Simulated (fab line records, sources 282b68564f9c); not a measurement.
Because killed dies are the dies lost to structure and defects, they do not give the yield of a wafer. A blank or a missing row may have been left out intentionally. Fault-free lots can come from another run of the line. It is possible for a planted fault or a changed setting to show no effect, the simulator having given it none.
fab line records || flow rit_cmos
record {"lots": 5, "wafers": 15, "last_day": 7}
route steps=202 shown NRETRO@55 PRETRO@64 GATE@75 M1@202
lots with no fault: from the same line, run without faults
start_h: the number of hours between the record's first day and the start of the first shown wafer of the lot || wait_h: hours from the lot's prior step to this one || " identical to the entry in the row above || L1.1+2: a single row standing in for several wafers || - no value present, or no start provided || * or withheld: withheld || < > ~ a bound
route shown NAME@n: a module of which the file shows steps, and the number in the route of the first || usual: mean/standard deviation taken from wafers without a fault || same: alike in all rows || chamber/n: place in a boat || sites: each site's reading || _std_site: their standard deviation || _edge_site: the outer-site mean with the inner-site mean subtracted || radius_mm: for every site, how far away it sits from the centre of the wafer || mask NAME#n: copy n || behind: tool/chamber where the wafer was last shaped || hold: what put the lot on hold/how long, in hours/how the hold closed || device: names the non-switching transistor (n, p or np) || end of line: the same wafers' tests at the end of the route || step lacking rows: just its recipe || killed: count of dies lost to structure and defects at first sort (not the wafer's yield) || map: the dies of a wafer, with x for killed, . for not killed, _ for no die there
set.NAME: the setting that was run; set.NAME@STEP: the one run at that earlier step || model.NAME: the simulator's own value behind a step, which no gauge read
a table for each step, a row for each wafer; lots at some steps of the route
services: from which hour (start_h, from the record's first day; less than 0 if before it) a tool's chamber was out of use, for how many hours, and why
## steps
# step RIT_NRETRO_SOFTBAKE_02
# recipe {"resist": "NOVOLAK", "temp_c": 90, "time_s": 60}
# step RIT_NRETRO_EXPOSE_03
# recipe {"mask_id": "M4", "na": 0.57, "target_cd_nm": 43900, "dose_mj": 250}
# step RIT_NRETRO_PEB_04
# recipe {"resist": "NOVOLAK", "temp_c": "withheld", "time_s": "withheld"}
# step RIT_NRETRO_DEVELOP_05
# recipe {"resist": "NOVOLAK", "develop_time_s": 68, "dev_temp_c": 23}
# step RIT_NRETRO_OVL_MEAS_06
# usual {"NRETRO_OVL": "-1.4/1.1"}
{"lot.wafer": "L651.1", "tool": "overlay-02", "chamber": "-", "start_h": 39.13, "wait_h": "-", "NRETRO_OVL[nm]": -2.6}
{"lot.wafer": "L651.3", "tool": "overlay-02", "chamber": "-", "start_h": 39.13, "wait_h": "-", "NRETRO_OVL[nm]": -1.4}
{"lot.wafer": "L651.5", "tool": "overlay-02", "chamber": "-", "start_h": 39.13, "wait_h": "-", "NRETRO_OVL[nm]": -2.4}
{"lot.wafer": "L655.3", "tool": "overlay-01", "chamber": "-", "start_h": 63.39, "wait_h": "-", "NRETRO_OVL[nm]": -0.5}
{"lot.wafer": "L655.4", "tool": "overlay-01", "chamber": "-", "start_h": 63.39, "wait_h": "-", "NRETRO_OVL[nm]": -0.6}
{"lot.wafer": "L655.5", "tool": "overlay-01", "chamber": "-", "start_h": 63.39, "wait_h": "-", "NRETRO_OVL[nm]": -1.6}
{"lot.wafer": "L656.1", "tool": "overlay-02", "chamber": "-", "start_h": 65.92, "wait_h": "-", "NRETRO_OVL[nm]": -0.3}
{"lot.wafer": "L656.2", "tool": "overlay-02", "chamber": "-", "start_h": 65.92, "wait_h": "-", "NRETRO_OVL[nm]": -0.8}
{"lot.wafer": "L656.5", "tool": "overlay-02", "chamber": "-", "start_h": 65.92, "wait_h": "-", "NRETRO_OVL[nm]": -2.0}
{"lot.wafer": "L661.3", "tool": "overlay-01", "chamber": "-", "start_h": 90.98, "wait_h": "-", "NRETRO_OVL[nm]": -1.1}
{"lot.wafer": "L661.5", "tool": "overlay-01", "chamber": "-", "start_h": 90.98, "wait_h": "-", "NRETRO_OVL[nm]": -1.3}
{"lot.wafer": "L661.6", "tool": "overlay-01", "chamber": "-", "start_h": 90.98, "wait_h": "-", "NRETRO_OVL[nm]": -0.9}
{"lot.wafer": "L671.1", "tool": "overlay-02", "chamber": "-", "start_h": 140.45, "wait_h": "-", "NRETRO_OVL[nm]": -1.4}
{"lot.wafer": "L671.3", "tool": "overlay-02", "chamber": "-", "start_h": 140.45, "wait_h": "-", "NRETRO_OVL[nm]": -0.9}
{"lot.wafer": "L671.6", "tool": "overlay-02", "chamber": "-", "start_h": 140.45, "wait_h": "-", "NRETRO_OVL[nm]": -1.3}
# step RIT_NRETRO_HARDBAKE_07
# recipe {"resist": "NOVOLAK", "temp_c": 140, "time_s": 120}
# step RIT_NRETRO_IMPLANT_08
# recipe {"species": "P", "energy_kev": 70, "dose_cm2": 9.825e+12, "tilt_deg": 7}
# step RIT_NRETRO_STRIP_09
# recipe {"chemistry": "O2", "time_s": 180, "resist": "NOVOLAK", "platen_temp_c": "withheld", "power_w": 500, "pressure_mtorr": 4000, "o2_flow_sccm": 4000}
# usual {"drypump_motor_current_A": "5.5/0.42"}
{"lot.wafer": "L651.1", "tool": "plasma_asher-01", "chamber": 0, "start_h": 39.56, "wait_h": 0.1, "drypump_motor_current_A": 5.4, "rf_hours_counter_h": 41}
{"lot.wafer": "L651.3", "tool": "plasma_asher-01", "chamber": 1, "start_h": 39.56, "wait_h": 0.1, "drypump_motor_current_A": 4.8, "rf_hours_counter_h": "-"}
{"lot.wafer": "L651.5", "tool": "plasma_asher-01", "chamber": 1, "start_h": 39.56, "wait_h": 0.1, "drypump_motor_current_A": 4.8, "rf_hours_counter_h": "-"}
{"lot.wafer": "L655.3", "tool": "plasma_asher-04", "chamber": 0, "start_h": 63.88, "wait_h": 0.1, "drypump_motor_current_A": 5.6, "rf_hours_counter_h": "-"}
{"lot.wafer": "L655.4", "tool": "plasma_asher-04", "chamber": 1, "start_h": 63.88, "wait_h": 0.1, "drypump_motor_current_A": 5.5, "rf_hours_counter_h": "-"}
{"lot.wafer": "L655.5", "tool": "plasma_asher-04", "chamber": 0, "start_h": 63.88, "wait_h": 0.1, "drypump_motor_current_A": 5.6, "rf_hours_counter_h": "-"}
{"lot.wafer": "L656.1", "tool": "plasma_asher-02", "chamber": 0, "start_h": 66.35, "wait_h": 0.1, "drypump_motor_current_A": 5.9, "rf_hours_counter_h": 41}
{"lot.wafer": "L656.2", "tool": "plasma_asher-02", "chamber": 1, "start_h": 66.35, "wait_h": 0.1, "drypump_motor_current_A": 6.0, "rf_hours_counter_h": 41}
{"lot.wafer": "L656.5", "tool": "plasma_asher-02", "chamber": 1, "start_h": 66.35, "wait_h": 0.1, "drypump_motor_current_A": 6.0, "rf_hours_counter_h": "-"}
{"lot.wafer": "L661.3", "tool": "plasma_asher-02", "chamber": 1, "start_h": 91.46, "wait_h": 0.1, "drypump_motor_current_A": 6.0, "rf_hours_counter_h": "-"}
{"lot.wafer": "L661.5", "tool": "plasma_asher-02", "chamber": 1, "start_h": 91.46, "wait_h": 0.1, "drypump_motor_current_A": 6.0, "rf_hours_counter_h": "-"}
{"lot.wafer": "L661.6", "tool": "plasma_asher-02", "chamber": 0, "start_h": 91.46, "wait_h": 0.1, "drypump_motor_current_A": 5.9, "rf_hours_counter_h": "-"}
{"lot.wafer": "L671.1", "tool": "plasma_asher-01", "chamber": 0, "start_h": 140.89, "wait_h": 0.1, "drypump_motor_current_A": 5.4, "rf_hours_counter_h": 54}
{"lot.wafer": "L671.3", "tool": "plasma_asher-01", "chamber": 0, "start_h": 140.89, "wait_h": 0.1, "drypump_motor_current_A": 5.4, "rf_hours_counter_h": "-"}
{"lot.wafer": "L671.6", "tool": "plasma_asher-01", "chamber": 1, "start_h": 140.89, "wait_h": 0.1, "drypump_motor_current_A": 4.8, "rf_hours_counter_h": "-"}
# step RIT_NRETRO_TW_MEAS_10
# usual {"NRETRO_TW": "1047/7.6"}
{"lot.wafer": "L651.1", "tool": "film_metro-03", "chamber": "-", "start_h": 39.74, "wait_h": 0.1, "NRETRO_TW": 1048}
{"lot.wafer": "L651.3", "tool": "film_metro-03", "chamber": "-", "start_h": 39.74, "wait_h": 0.1, "NRETRO_TW": 1048}
{"lot.wafer": "L651.5", "tool": "film_metro-03", "chamber": "-", "start_h": 39.74, "wait_h": 0.1, "NRETRO_TW": 1046}
{"lot.wafer": "L655.3", "tool": "film_metro-02", "chamber": "-", "start_h": 64.01, "wait_h": 0.1, "NRETRO_TW": 1036}
{"lot.wafer": "L655.4", "tool": "film_metro-02", "chamber": "-", "start_h": 64.01, "wait_h": 0.1, "NRETRO_TW": 1040}
{"lot.wafer": "L655.5", "tool": "film_metro-02", "chamber": "-", "start_h": 64.01, "wait_h": 0.1, "NRETRO_TW": 1037}
{"lot.wafer": "L656.1", "tool": "film_metro-02", "chamber": "-", "start_h": 66.53, "wait_h": 0.1, "NRETRO_TW": 1040}
{"lot.wafer": "L656.2", "tool": "film_metro-02", "chamber": "-", "start_h": 66.53, "wait_h": 0.1, "NRETRO_TW": 1043}
{"lot.wafer": "L656.5", "tool": "film_metro-02", "chamber": "-", "start_h": 66.53, "wait_h": 0.1, "NRETRO_TW": 1041}
{"lot.wafer": "L661.3", "tool": "film_metro-04", "chamber": "-", "start_h": 91.60, "wait_h": 0.1, "NRETRO_TW": 1052}
{"lot.wafer": "L661.5", "tool": "film_metro-04", "chamber": "-", "start_h": 91.60, "wait_h": 0.1, "NRETRO_TW": 1051}
{"lot.wafer": "L661.6", "tool": "film_metro-04", "chamber": "-", "start_h": 91.60, "wait_h": 0.1, "NRETRO_TW": 1051}
{"lot.wafer": "L671.1", "tool": "film_metro-04", "chamber": "-", "start_h": 141.06, "wait_h": 0.1, "NRETRO_TW": 1067}
{"lot.wafer": "L671.3", "tool": "film_metro-04", "chamber": "-", "start_h": 141.06, "wait_h": 0.1, "NRETRO_TW": 1064}
{"lot.wafer": "L671.6", "tool": "film_metro-04", "chamber": "-", "start_h": 141.06, "wait_h": 0.1, "NRETRO_TW": 1062}
# step RIT_PRETRO_HMDS_00
# recipe {"prime_time_s": 60, "prime_temp_c": 140}
# step RIT_PRETRO_COAT_01
# recipe {"resist": "NOVOLAK", "spin_rpm": 2000, "resist_thk_nm": 1300}
# step RIT_PRETRO_SOFTBAKE_02
# recipe {"resist": "NOVOLAK", "temp_c": 90, "time_s": 60}
# step RIT_PRETRO_EXPOSE_03
# recipe {"mask_id": "M5", "na": 0.57, "target_cd_nm": 43700, "dose_mj": 250}
{"lot.wafer": "L651.1+3+5", "tool": "iline_stepper-01", "chamber": 0, "start_h": 40.25, "wait_h": 0.1, "mask": "M5#0"}
{"lot.wafer": "L655.3+4+5", "tool": "iline_stepper-02", "chamber": 0, "start_h": 64.54, "wait_h": 0.1, "mask": "M4#0"}
{"lot.wafer": "L656.1+2+5", "tool": "iline_stepper-02", "chamber": 0, "start_h": 67.04, "wait_h": 0.1, "mask": "M5#0"}
{"lot.wafer": "L661.3+5+6", "tool": "iline_stepper-02", "chamber": 0, "start_h": 92.33, "wait_h": 0.2, "mask": "M5#0"}
{"lot.wafer": "L671.1+3+6", "tool": "iline_stepper-02", "chamber": 0, "start_h": 141.70, "wait_h": 0.2, "mask": "M5#0"}
# step RIT_PRETRO_PEB_04
# recipe {"resist": "NOVOLAK", "temp_c": "withheld", "time_s": "withheld"}
# step RIT_PRETRO_DEVELOP_05
# recipe {"resist": "NOVOLAK", "develop_time_s": 68, "dev_temp_c": 23}
# step RIT_PRETRO_OVL_MEAS_06
# usual {"PRETRO_OVL": "-0.9/1.3"}
{"lot.wafer": "L651.1", "tool": "overlay-02", "chamber": "-", "start_h": 40.68, "wait_h": "-", "PRETRO_OVL[nm]": 0.0}
{"lot.wafer": "L651.3", "tool": "overlay-02", "chamber": "-", "start_h": 40.68, "wait_h": "-", "PRETRO_OVL[nm]": 0.4}
{"lot.wafer": "L651.5", "tool": "overlay-02", "chamber": "-", "start_h": 40.68, "wait_h": "-", "PRETRO_OVL[nm]": -1.2}
{"lot.wafer": "L655.3", "tool": "overlay-01", "chamber": "-", "start_h": 64.94, "wait_h": "-", "PRETRO_OVL[nm]": "-"}
{"lot.wafer": "L655.4", "tool": "overlay-01", "chamber": "-", "start_h": 64.94, "wait_h": "-", "PRETRO_OVL[nm]": "-"}
{"lot.wafer": "L655.5", "tool": "overlay-01", "chamber": "-", "start_h": 64.94, "wait_h": "-", "PRETRO_OVL[nm]": "-"}
{"lot.wafer": "L656.1", "tool": "overlay-01", "chamber": "-", "start_h": 67.47, "wait_h": "-", "PRETRO_OVL[nm]": 0.2}
{"lot.wafer": "L656.2", "tool": "overlay-01", "chamber": "-", "start_h": 67.47, "wait_h": "-", "PRETRO_OVL[nm]": -1.1}
{"lot.wafer": "L656.5", "tool": "overlay-01", "chamber": "-", "start_h": 67.47, "wait_h": "-", "PRETRO_OVL[nm]": -1.0}
{"lot.wafer": "L661.3", "tool": "overlay-02", "chamber": "-", "start_h": 92.74, "wait_h": "-", "PRETRO_OVL[nm]": -1.4}
{"lot.wafer": "L661.5", "tool": "overlay-02", "chamber": "-", "start_h": 92.74, "wait_h": "-", "PRETRO_OVL[nm]": -1.3}
{"lot.wafer": "L661.6", "tool": "overlay-02", "chamber": "-", "start_h": 92.74, "wait_h": "-", "PRETRO_OVL[nm]": -1.3}
{"lot.wafer": "L671.1", "tool": "overlay-02", "chamber": "-", "start_h": 142.13, "wait_h": "-", "PRETRO_OVL[nm]": -2.6}
{"lot.wafer": "L671.3", "tool": "overlay-02", "chamber": "-", "start_h": 142.13, "wait_h": "-", "PRETRO_OVL[nm]": -2.5}
{"lot.wafer": "L671.6", "tool": "overlay-02", "chamber": "-", "start_h": 142.13, "wait_h": "-", "PRETRO_OVL[nm]": -3.2}
# step RIT_PRETRO_HARDBAKE_07
# recipe {"resist": "NOVOLAK", "temp_c": 140, "time_s": 120}
# step RIT_PRETRO_IMPLANT_08
# recipe {"species": "B", "energy_kev": 45, "dose_cm2": 1.2e+13, "tilt_deg": 7}
# step RIT_PRETRO_STRIP_09
# recipe {"chemistry": "O2", "time_s": 180, "resist": "NOVOLAK", "platen_temp_c": "withheld", "power_w": 491.1, "pressure_mtorr": 4000, "o2_flow_sccm": 4000}
# usual {"drypump_motor_current_A": "5.6/0.38"}
{"lot.wafer": "L651.1", "tool": "plasma_asher-02", "chamber": 1, "start_h": 41.15, "wait_h": 0.1, "drypump_motor_current_A": 6.0, "rf_hours_counter_h": 39}
{"lot.wafer": "L651.3", "tool": "plasma_asher-02", "chamber": 1, "start_h": 41.15, "wait_h": 0.1, "drypump_motor_current_A": 6.0, "rf_hours_counter_h": "-"}
{"lot.wafer": "L651.5", "tool": "plasma_asher-02", "chamber": 1, "start_h": 41.15, "wait_h": 0.1, "drypump_motor_current_A": 6.0, "rf_hours_counter_h": "-"}
{"lot.wafer": "L655.3", "tool": "plasma_asher-03", "chamber": 1, "start_h": 65.43, "wait_h": 0.1, "drypump_motor_current_A": 5.9, "rf_hours_counter_h": "-"}
{"lot.wafer": "L655.4", "tool": "plasma_asher-03", "chamber": 0, "start_h": 65.43, "wait_h": 0.1, "drypump_motor_current_A": 5.0, "rf_hours_counter_h": "-"}
{"lot.wafer": "L655.5", "tool": "plasma_asher-03", "chamber": 1, "start_h": 65.43, "wait_h": 0.1, "drypump_motor_current_A": 5.9, "rf_hours_counter_h": "-"}
{"lot.wafer": "L656.1", "tool": "plasma_asher-02", "chamber": 1, "start_h": 67.90, "wait_h": 0.1, "drypump_motor_current_A": 6.0, "rf_hours_counter_h": 41}
{"lot.wafer": "L656.2", "tool": "plasma_asher-02", "chamber": 0, "start_h": 67.90, "wait_h": 0.1, "drypump_motor_current_A": 5.9, "rf_hours_counter_h": 41}
{"lot.wafer": "L656.5", "tool": "plasma_asher-02", "chamber": 1, "start_h": 67.90, "wait_h": 0.1, "drypump_motor_current_A": 6.0, "rf_hours_counter_h": "-"}
{"lot.wafer": "L661.3", "tool": "plasma_asher-02", "chamber": 1, "start_h": 93.22, "wait_h": 0.1, "drypump_motor_current_A": 6.0, "rf_hours_counter_h": "-"}
{"lot.wafer": "L661.5", "tool": "plasma_asher-02", "chamber": 1, "start_h": 93.22, "wait_h": 0.1, "drypump_motor_current_A": 6.0, "rf_hours_counter_h": "-"}
{"lot.wafer": "L661.6", "tool": "plasma_asher-02", "chamber": 0, "start_h": 93.22, "wait_h": 0.1, "drypump_motor_current_A": 5.9, "rf_hours_counter_h": "-"}
{"lot.wafer": "L671.1", "tool": "plasma_asher-04", "chamber": 0, "start_h": 142.56, "wait_h": 0.1, "drypump_motor_current_A": 5.5, "rf_hours_counter_h": 30}
{"lot.wafer": "L671.3", "tool": "plasma_asher-04", "chamber": 0, "start_h": 142.56, "wait_h": 0.1, "drypump_motor_current_A": 5.6, "rf_hours_counter_h": "-"}
{"lot.wafer": "L671.6", "tool": "plasma_asher-04", "chamber": 1, "start_h": 142.56, "wait_h": 0.1, "drypump_motor_current_A": 5.5, "rf_hours_counter_h": "-"}
# step RIT_PRETRO_TW_MEAS_10
# usual {"PRETRO_TW": "474/5"}
{"lot.wafer": "L651.1", "tool": "film_metro-02", "chamber": "-", "start_h": 41.33, "wait_h": 0.1, "PRETRO_TW": 473}
{"lot.wafer": "L651.3", "tool": "film_metro-02", "chamber": "-", "start_h": 41.33, "wait_h": 0.1, "PRETRO_TW": 474}
{"lot.wafer": "L651.5", "tool": "film_metro-02", "chamber": "-", "start_h": 41.33, "wait_h": 0.1, "PRETRO_TW": 477}
{"lot.wafer": "L655.3", "tool": "film_metro-01", "chamber": "-", "start_h": 65.56, "wait_h": 0.1, "PRETRO_TW": 29}
{"lot.wafer": "L655.4", "tool": "film_metro-01", "chamber": "-", "start_h": 65.56, "wait_h": 0.1, "PRETRO_TW": 29}
{"lot.wafer": "L655.5", "tool": "film_metro-01", "chamber": "-", "start_h": 65.56, "wait_h": 0.1, "PRETRO_TW": 29}
{"lot.wafer": "L656.1", "tool": "film_metro-02", "chamber": "-", "start_h": 68.08, "wait_h": 0.1, "PRETRO_TW": 472}
{"lot.wafer": "L656.2", "tool": "film_metro-02", "chamber": "-", "start_h": 68.08, "wait_h": 0.1, "PRETRO_TW": 475}
{"lot.wafer": "L656.5", "tool": "film_metro-02", "chamber": "-", "start_h": 68.08, "wait_h": 0.1, "PRETRO_TW": 471}
{"lot.wafer": "L661.3", "tool": "film_metro-03", "chamber": "-", "start_h": 93.36, "wait_h": 0.1, "PRETRO_TW": 477}
{"lot.wafer": "L661.5", "tool": "film_metro-03", "chamber": "-", "start_h": 93.36, "wait_h": 0.1, "PRETRO_TW": 476}
{"lot.wafer": "L661.6", "tool": "film_metro-03", "chamber": "-", "start_h": 93.36, "wait_h": 0.1, "PRETRO_TW": 478}
{"lot.wafer": "L671.1", "tool": "film_metro-03", "chamber": "-", "start_h": 142.74, "wait_h": 0.1, "PRETRO_TW": 481}
{"lot.wafer": "L671.3", "tool": "film_metro-03", "chamber": "-", "start_h": 142.74, "wait_h": 0.1, "PRETRO_TW": 476}
{"lot.wafer": "L671.6", "tool": "film_metro-03", "chamber": "-", "start_h": 142.74, "wait_h": 0.1, "PRETRO_TW": 476}
# step RIT_GATE_WET_ETCH_00
# recipe {"chemistry": "BOE", "target": "SiO2", "target_depth_nm": 56, "time_s": 60, "dry": "n2_spin", "dilution": "10:1", "temp_c": 21.5}
# step RIT_M1_PROBE_99
# usual {"killed_at_front_end": "6.6/2.9", "killed_dies": "6.6/3", "killed_on_rim": "1.7/1.4", "killed_open": "3.4/2", "killed_short": "3.2/2"}
# same {"gross_dies": 264, "killed_at_M0_to_M3": 0, "killed_at_M4_up": 0, "killed_at_back_side": 0, "killed_at_contacts": 0, "killed_at_other": 0}
{"lot.wafer": "L655.3", "tool": "prober-02", "chamber": "-", "start_h": 91.16, "wait_h": 0.2, "killed_at_front_end": 264, "killed_dies": 264, "killed_on_rim": 70, "killed_open": 1, "killed_short": 3}
{"lot.wafer": "L655.4", "tool": "prober-02", "chamber": "-", "start_h": 91.21, "wait_h": 0.2, "killed_at_front_end": 264, "killed_dies": 264, "killed_on_rim": 70, "killed_open": 1, "killed_short": 2}
{"lot.wafer": "L655.5", "tool": "prober-02", "chamber": "-", "start_h": 91.26, "wait_h": 0.2, "killed_at_front_end": 264, "killed_dies": 264, "killed_on_rim": 70, "killed_open": 3, "killed_short": 5}
{"lot.wafer": "L656.1", "tool": "prober-01", "chamber": "-", "start_h": 94.04, "wait_h": 0.1, "killed_at_front_end": 4, "killed_dies": 4, "killed_on_rim": 0, "killed_open": 2, "killed_short": 2}
{"lot.wafer": "L656.2", "tool": "prober-01", "chamber": "-", "start_h": 94.09, "wait_h": 0.1, "killed_at_front_end": 6, "killed_dies": 6, "killed_on_rim": 2, "killed_open": 3, "killed_short": 3}
{"lot.wafer": "L656.5", "tool": "prober-01", "chamber": "-", "start_h": 94.24, "wait_h": 0.2, "killed_at_front_end": 8, "killed_dies": 8, "killed_on_rim": 3, "killed_open": 4, "killed_short": 4}
{"lot.wafer": "L661.3", "tool": "prober-02", "chamber": "-", "start_h": 123.93, "wait_h": 0.2, "killed_at_front_end": 5, "killed_dies": 5, "killed_on_rim": 1, "killed_open": 3, "killed_short": 2}
{"lot.wafer": "L661.5", "tool": "prober-02", "chamber": "-", "start_h": 124.03, "wait_h": 0.2, "killed_at_front_end": 4, "killed_dies": 4, "killed_on_rim": 1, "killed_open": 3, "killed_short": 1}
{"lot.wafer": "L661.6", "tool": "prober-02", "chamber": "-", "start_h": 124.08, "wait_h": 0.2, "killed_at_front_end": 7, "killed_dies": 7, "killed_on_rim": 1, "killed_open": 3, "killed_short": 4}
{"lot.wafer": "L671.1", "tool": "prober-02", "chamber": "-", "start_h": 169.31, "wait_h": 0.1, "killed_at_front_end": 6, "killed_dies": 6, "killed_on_rim": 0, "killed_open": 1, "killed_short": 5}
{"lot.wafer": "L671.3", "tool": "prober-02", "chamber": "-", "start_h": 169.41, "wait_h": 0.2, "killed_at_front_end": 9, "killed_dies": 9, "killed_on_rim": 2, "killed_open": 2, "killed_short": 7}
{"lot.wafer": "L671.6", "tool": "prober-02", "chamber": "-", "start_h": 169.56, "wait_h": 0.2, "killed_at_front_end": 8, "killed_dies": 8, "killed_on_rim": 2, "killed_open": 3, "killed_short": 5}
# killed by level:class
L655.3 PRETRO:area_expose=260 GATE:geometric_particle:short=3 GATE:geometric_particle:open=1
L655.4 PRETRO:area_expose=261 GATE:geometric_particle:short=1 GATE:geometric_particle:open=1 SILICIDE:geometric_particle:short=1
L655.5 PRETRO:area_expose=256 FOX1:geometric_particle:short=2 GATE:geometric_particle:open=2 SPACER:geometric_particle:short=2 FOX2:geometric_particle:open=1 GATE:geometric_particle:short=1
L656.1 SPACER:geometric_particle:open=2 FOX2:geometric_particle:short=1 SPACER:geometric_particle:short=1
L656.2 SILICIDE:geometric_particle:open=3 SPACER:geometric_particle:short=2 SILICIDE:geometric_particle:short=1
L656.5 REOX:geometric_particle:open=3 SPACER:geometric_particle:short=2 FOX2:geometric_particle:short=1 GATE:geometric_particle:short=1 SILICIDE:geometric_particle:open=1
L661.3 GATE:geometric_particle:short=2 SILICIDE:geometric_particle:open=2 SPACER:geometric_particle:open=1
L661.5 FOX1:geometric_particle:open=1 GATE:geometric_particle:short=1 REOX:geometric_particle:open=1 SILICIDE:geometric_particle:open=1
L661.6 GATE:geometric_particle:open=2 REOX:geometric_particle:short=2 FOX1:geometric_particle:open=1 GATE:geometric_particle:short=1 SILICIDE:geometric_particle:short=1
L671.1 GATE:geometric_particle:short=2 FOX2:geometric_particle:short=1 GATE:geometric_particle:open=1 SPACER:geometric_particle:short=1 SILICIDE:geometric_particle:short=1
L671.3 GATE:geometric_particle:short=2 ACTIVE:geometric_particle:short=1 FOX2:geometric_particle:open=1 FOX2:geometric_particle:short=1 GATE:geometric_particle:open=1 REOX:geometric_particle:short=1 SPACER:geometric_particle:short=1 SILICIDE:geometric_particle:short=1
L671.6 GATE:geometric_particle:short=3 FOX1:geometric_particle:short=1 FOX1:geometric_particle:open=1 REOX:geometric_particle:open=1 SPACER:geometric_particle:open=1 SILICIDE:geometric_particle:short=1
# map L655.3 (x killed, . not)
________xxxxxxx_______
_____xxxxxxxxxxxxx____
____xxxxxxxxxxxxxxx___
___xxxxxxxxxxxxxxxxx__
__xxxxxxxxxxxxxxxxxxx_
__xxxxxxxxxxxxxxxxxxx_
_xxxxxxxxxxxxxxxxxxxxx
_xxxxxxxxxxxxxxxxxxxxx
_xxxxxxxxxxxxxxxxxxxxx
_xxxxxxxxxxxxxxxxxxxxx
__xxxxxxxxxxxxxxxxxxx_
__xxxxxxxxxxxxxxxxxxx_
___xxxxxxxxxxxxxxxxx__
____xxxxxxxxxxxxxxx___
_____xxxxxxxxxxxxx____
________xxxxxxx_______
# map L671.3 (x killed, . not)
________......._______
_____.............____
____............x..___
___.................__
__........x........x._
__........x.x........_
_.....................
_...........x.........
_....x................
_x....................
__..................._
__..................._
___.................__
____.....x.........___
_____.............____
________......._______
## services
{"tool": "plasma_asher-04", "chamber": "-", "start_h": 33.20, "hours": 1.2, "kind": "repair"}
{"tool": "plasma_asher-02", "chamber": "-", "start_h": 43.47, "hours": 2.2, "kind": "repair"}
{"tool": "plasma_asher-03", "chamber": "-", "start_h": 68.20, "hours": 8.0, "kind": "repair"}
{"tool": "plasma_asher-04", "chamber": "-", "start_h": 69.16, "hours": 10.0, "kind": "pm"}
{"tool": "iline_stepper-01", "chamber": "-", "start_h": 75.87, "hours": 4.3, "kind": "pm"}
{"tool": "plasma_asher-01", "chamber": "-", "start_h": 90.33, "hours": 1.3, "kind": "repair"}
{"tool": "plasma_asher-04", "chamber": "-", "start_h": 95.39, "hours": 2.0, "kind": "repair"}
{"tool": "plasma_asher-02", "chamber": "-", "start_h": 108.75, "hours": 9.0, "kind": "pm"}
{"tool": "plasma_asher-02", "chamber": 0, "start_h": 108.75, "hours": 9.0, "kind": "vent_cycle"}
{"tool": "plasma_asher-02", "chamber": 1, "start_h": 108.75, "hours": 9.0, "kind": "vent_cycle"}
{"tool": "plasma_asher-02", "chamber": 0, "start_h": 117.75, "hours": "-", "kind": "clean"}
{"tool": "plasma_asher-02", "chamber": 1, "start_h": 117.75, "hours": "-", "kind": "clean"}
{"tool": "plasma_asher-02", "chamber": "-", "start_h": 135.05, "hours": 4.4, "kind": "repair"}
{"tool": "iline_stepper-02", "chamber": "-", "start_h": 139.38, "hours": 1.7, "kind": "pm"}
## key
first_sign {"step": "RIT_PRETRO_EXPOSE_03", "reading": "mask", "direction": "changed"}
effect {"step": "RIT_PRETRO_OVL_MEAS_06", "reading": "PRETRO_OVL", "direction": "missing"}
effect {"step": "RIT_PRETRO_TW_MEAS_10", "reading": "PRETRO_TW", "direction": "down", "sigmas": 89, "usual": 474, "struck": 29}
effect {"step": "RIT_M1_PROBE_99", "reading": "killed_at_front_end", "direction": "up", "sigmas": 88, "usual": 6.6, "struck": 264}
more_kills_born_at {"RIT_PRETRO_EXPOSE_03@iline_stepper-02": 777}
met_at RIT_PRETRO_EXPOSE_03
struck_wafers L655.3,L655.4,L655.5
tester_left_out L655
fault {"kind": "wrong_mask", "tool": "any", "chamber": "-", "onset_h": 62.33, "steps": "RIT_PRETRO_EXPOSE_03", "aux_copy": "M4#0", "scope": "struck_lots_only"}
# tester_left_out: of these lots the tester's yield and bins aren't shown, on N5 and GAA mostly nor the transistor test; their killed dies are dies lost to structure and defects alone, not to doping, threshold or leakage, so they don't give the yield
